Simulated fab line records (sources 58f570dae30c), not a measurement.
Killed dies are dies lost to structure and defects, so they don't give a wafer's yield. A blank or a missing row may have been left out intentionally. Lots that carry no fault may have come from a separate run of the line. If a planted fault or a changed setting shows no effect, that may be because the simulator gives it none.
Code-filled problem report in 8D (eight disciplines) form    flow berkeley_cmos170    the parts of the form that need people (team, actions taken, sign-off) are left out

## 1. WHAT IS WRONG
V2_TEOS_THK at UCB170_V2_THK_MEAS_01 reads a mean of 1730 nm on 2 wafers of 1 lot; wafers without a fault read 2000 nm with a standard deviation of 26. That puts it -10 standard deviations away from the usual mean.
First observed at day 9 07:47: wafer L357.2, on film_metro-01. The record holds 39 wafers of 13 lots with a number at this step. By rule, "out" or "out of limits" means more than 4 standard deviations away from the usual mean. Any other wafer with a number is counted as sound.

## 2. WHAT IT IS, WHAT IT ISN'T
question                     is                is not
which readings at this step  V2_TEOS_THK       -
which lots                   L357              L352, L353, L354, L364, L365, L367, L368, L370, L372, L373, L374, L375
which wafers of those lots   L357.2, L357.6    L357.1
read on which gauges         film_metro-01     film_metro-02, film_metro-03
when                         from day 9 07:47  up to then (10 sound wafers); but 27 sound wafers of L364, L365, L367, L368, L370, L372, L373, L374, L375 came after

## 3. SUSPECTS, AND WHAT RULES EACH OUT
Counting: if a tool at a process step up to the reading ran every lot that is out, it stays a suspect. Sound lots after the first of them don't rule it out here, since some wafers of a struck lot are sound.
- ruled out: the gauge at UCB170_V2_THK_MEAS_01. All the wafers that are out were read on film_metro-01, but those of them that UCB170_V2_CVD_00 has rows for are out there too, on other tools.
- pecvd-03 at UCB170_V2_CVD_00 (deposits SiO2 from TEOS/O2, target thk 2000 nm, time 250 s): kept. It processed L357, the lot that is out, at day 9 07:37, and its most recent sound lot before then was L352 at day 7 21:40. On those wafers its own readings are out: rf_fwd_power_W.
- At UCB170_V2_CVD_00 on pecvd-03, chamber 2 took the sound wafers of the same lots and chamber 0 took the wafers that are out.
The count leaves pecvd-03 at UCB170_V2_CVD_00.

## 4. THE CAUSE (what the simulator had put in)
pecvd-03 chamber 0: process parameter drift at UCB170_V2_CVD_00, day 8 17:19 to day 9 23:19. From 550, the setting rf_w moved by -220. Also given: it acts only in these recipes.
Counting left only this tool.

## 5. SEQUENCE OF EFFECTS, ordered by route
One row per reading whose mean, taken over the struck wafers that have a number, lies over 3 standard deviations from the usual. Readings are gone through only where the record gives a usual standard deviation; hours: the median, over the lots, of the time from a lot's start at the first step in this table giving one to that lot's start at this step; sigmas: the change measured in usual standard deviations.
hours  step                   reading         usual    on struck wafers  change  sigmas
0      UCB170_V2_CVD_00       rf_fwd_power_W  548.6 W  328.4             -220.2  -99 or more
0      UCB170_V2_THK_MEAS_01  V2_TEOS_THK     2000 nm  1730              -270    -10
Process steps it contains:
- UCB170_V2_CVD_00: deposits SiO2 from TEOS/O2, target thk 2000 nm, time 250 s.

## 6. HOW IT WOULD HAVE BEEN CAUGHT EARLIER
Counted from the fault's start at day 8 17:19, it took 14 hours until the first out-of-limits reading at a measuring or inspecting step in this record, taken at day 9 07:47.
At UCB170_V2_CVD_00, the tool's own readings (rf_fwd_power_W) were out on each struck wafer the step has a row for, so an alarm limit on them would have fired on the first such wafer.
By day 9 07:47 the whole set of lots that are out, 1 in number, had already begun UCB170_V2_CVD_00 on pecvd-03. Had the tool been put on hold then, not one of them would have been saved.
